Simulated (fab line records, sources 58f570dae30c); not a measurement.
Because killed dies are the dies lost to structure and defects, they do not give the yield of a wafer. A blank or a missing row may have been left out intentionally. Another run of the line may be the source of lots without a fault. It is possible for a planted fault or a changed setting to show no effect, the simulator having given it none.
Struck lot and sound lot, side by side ; flow berkeley cmos170 ; 17 out of 331 route steps
Sound: these wafers, L762.3, L762.4, L762.5. The struck wafers were L767.1, L767.3, L767.5. At the end, the cause is stated.
For every step that has rows: the tool of each side, followed by ch and its chambers, followed by its first start. Under that, the readings that differ: sound wafers ; struck wafers ; difference of the means ; sigmas: that difference in standard deviations of wafers without a fault.
alike: same words and numbers on both sides, and readings whose means sit less than 2 such deviations apart. not compared: any withheld reading, any reading some wafer has no value for, any bound like >300 that may hide the same value, and any number with overlapping values for which the record gives no deviation.
The two part at a step that has a row with sigmas, a row that says differs or no value, or rows on one side only. Numbers that have no deviation but don't overlap get no sigmas and don't part them. A reading that every wafer of one side lacks parts them only if that side has two wafers or more.

first, 3 steps without rows for these wafers: UCB170_BACKSIDE_HMDS_00 (prime time 60 s); UCB170_BACKSIDE_COAT_01 (resist thk 900 nm); UCB170_BACKSIDE_SOFTBAKE_02 (time 60 s).
UCB170_BACKSIDE_STRIP_03: strips in O2.
  sound on plasma asher-01 ch 0,1, day 7 01:41; struck on plasma asher-02 ch 1, day 7 22:46
  alike: drypump motor current A, oes product au, strip time to endpoint s
  not compared: rf hours counter h
then, 1 step without rows for these wafers: UCB170_BACKSIDE_CLEAN_04 (cleans in SPM, time 600 s).
UCB170_SDANNEAL_RTA_00: time 10 s.
  sound on rtp anneal-01 ch 0, day 7 01:57; struck on rtp anneal-02 ch 0, day 7 23:10
reading;sound;struck;difference;sigmas
wafer_temp_C_max;902.9 903.3 903.9;904.7 905.4 904.7;+1.6;+2
  alike: lamp power pct
UCB170_SDANNEAL_RTA_01: time 5 s.
  sound on rtp anneal-01 ch 0, day 7 02:01; struck on rtp anneal-02 ch 0, day 7 23:14
reading;sound;struck;difference;sigmas
lamp power pct (%);32.6 32.6 32.6;38.5 38.4 38.4;+5.8;+2
  alike: wafer_temp_C_max
UCB170_SDANNEAL_RS_MEAS_02: the measuring method here is four-point-probe.
  sound on film metro-03, day 7 02:05; struck on film metro-02, day 7 23:18
  alike: PSD_RS
UCB170_SDANNEAL_RS_MEAS_03: the measuring method here is four-point-probe.
  sound on film metro-03, day 7 02:13; struck on film metro-02, day 7 23:25
  alike: NSD_RS
UCB170_SDANNEAL_RS_MEAS_04: the measuring method here is four-point-probe.
  sound on film metro-03, day 7 02:20; struck on film metro-02, day 7 23:32
  alike: PLDD_RS
UCB170_SDANNEAL_RS_MEAS_05: the measuring method here is four-point-probe.
  sound on film metro-03, day 7 02:27; struck on film metro-02, day 7 23:40
  alike: NLDD_RS
then, 1 step without rows for these wafers: UCB170_SILICIDE_PRE_CLEAN_00 (preclean etch time 60 s).
UCB170_SILICIDE_SPUTTER_01: material Ti, target thk 30 nm, time 25 s.
  sound on pvd sputter-03, day 7 02:35; struck on pvd sputter-01, day 7 23:51
reading;sound;struck;difference;sigmas
model.Ti_of_SILICIDE_SPUTTER_01.thk nm (nm);30.16 30.14 30.01;28.2 28.22 28.04;-2.0;
  alike: cathode dc power W, throttle valve pct
UCB170_SILICIDE_RS_MEAS_02: the measuring method here is four-point-probe.
  sound on film metro-04, day 7 02:40; struck on film metro-01, day 8 00:12
reading;sound;struck;difference;sigmas
SILICIDE_TI_RS (ohm/sq);26.0 26.0 26.2;28.3 28.3 28.4;+2.3;+6
  not compared: hold
UCB170_SILICIDE_THK_MEAS_03: measures by xrf.
  sound on film metro-04, day 7 02:46; struck on film metro-01, day 8 10:46
reading;sound;struck;difference;sigmas
SILICIDE_TI_THK (nm);31.1 31.3 30.8;29.1 28.9 28.8;-2.1;-5
  not compared: hold
UCB170_SILICIDE_RTA_04: time 15 s.
  sound on rtp anneal-01 ch 0, day 7 02:50; struck on rtp anneal-02 ch 0, day 8 20:00
reading;sound;struck;difference;sigmas
hold;- - -;await dispo/9.2h/release await dispo/9.2h/release await dispo/9.2h/release;no value on the sound wafers;
lamp power pct (%);9.1 9.0 9.0;10.7 10.7 10.7;+1.7;+2
  alike: wafer_temp_C_max
UCB170_M3_PROBE_99:
  record: rows for the struck wafers here (prober-01, day 9 16:44), none for the sound ones

== WHERE THEY PART ==
At UCB170_SDANNEAL_RTA_00 first; at UCB170_M3_PROBE_99 last (within this record only).

WHY: the cause the simulator had injected
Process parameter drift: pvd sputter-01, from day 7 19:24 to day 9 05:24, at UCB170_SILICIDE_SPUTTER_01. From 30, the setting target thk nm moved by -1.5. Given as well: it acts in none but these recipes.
